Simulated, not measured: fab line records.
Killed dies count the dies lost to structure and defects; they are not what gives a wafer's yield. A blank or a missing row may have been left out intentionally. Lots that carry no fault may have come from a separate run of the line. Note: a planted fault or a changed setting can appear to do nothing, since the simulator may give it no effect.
Which of the tools did it? + flow ritCmos + 9 lots (27 wafers sampled), 1 step of a 202-step route

== WHAT EACH GAUGE READ, for each wafer ==
RIT_SILICIDE_THK_MEAS_03: measures by xrf.
| lot  | measured    | on           | SILICIDE_TI_THK (nm) |
|------|-------------|--------------|----------------------|
| L419 | day 3 05:59 | filmMetro-03 | 29.4 28.9 29.5       |
| L420 | day 3 08:50 | filmMetro-01 | 30.5 30.4 30.3       |
| L421 | day 3 13:41 | filmMetro-03 | 29.7 30.1 30.0       |
| L422 | day 3 21:31 | filmMetro-04 | 29.4 29.5 29.5       |
| L423 | day 4 00:02 | filmMetro-03 | 29.1 29.0 28.8       |
| L429 | day 5 09:27 | filmMetro-01 | 31.5 30.8 31.4       |
| L432 | day 5 23:05 | filmMetro-01 | 31.3 31.6 31.5       |
| L433 | day 6 03:06 | filmMetro-01 | 31.0 31.4 31.5       |
| L441 | day 7 18:49 | filmMetro-03 | 29.0 29.3 29.2       |

== EACH LOT AND THE TOOL THAT RAN IT (in order: tool; ch and the chambers of the sampled wafers; start) ==
The record shows no process step preceding these readings.

== THE ANSWER, worked out from the rows above alone ==
Rule: usual is defined by the lots themselves. Put in order of their means at a reading, lots are off if they are a third of the lots or fewer, leave a main group of 4 or more, and stand apart from it by a gap of 3 or more times the standard deviation of the main group's means; of several such gaps the widest counts. If all means in a main group match to the digits the tables above print for the reading, that group is not used. Also off: a lot with no number at a reading for which 4 or more lots have one. The other lots that the step has rows for count as sound.
No lot is off at any reading shown: from this, nothing can be told.

== WHAT THE SIMULATOR HAD INSERTED ==
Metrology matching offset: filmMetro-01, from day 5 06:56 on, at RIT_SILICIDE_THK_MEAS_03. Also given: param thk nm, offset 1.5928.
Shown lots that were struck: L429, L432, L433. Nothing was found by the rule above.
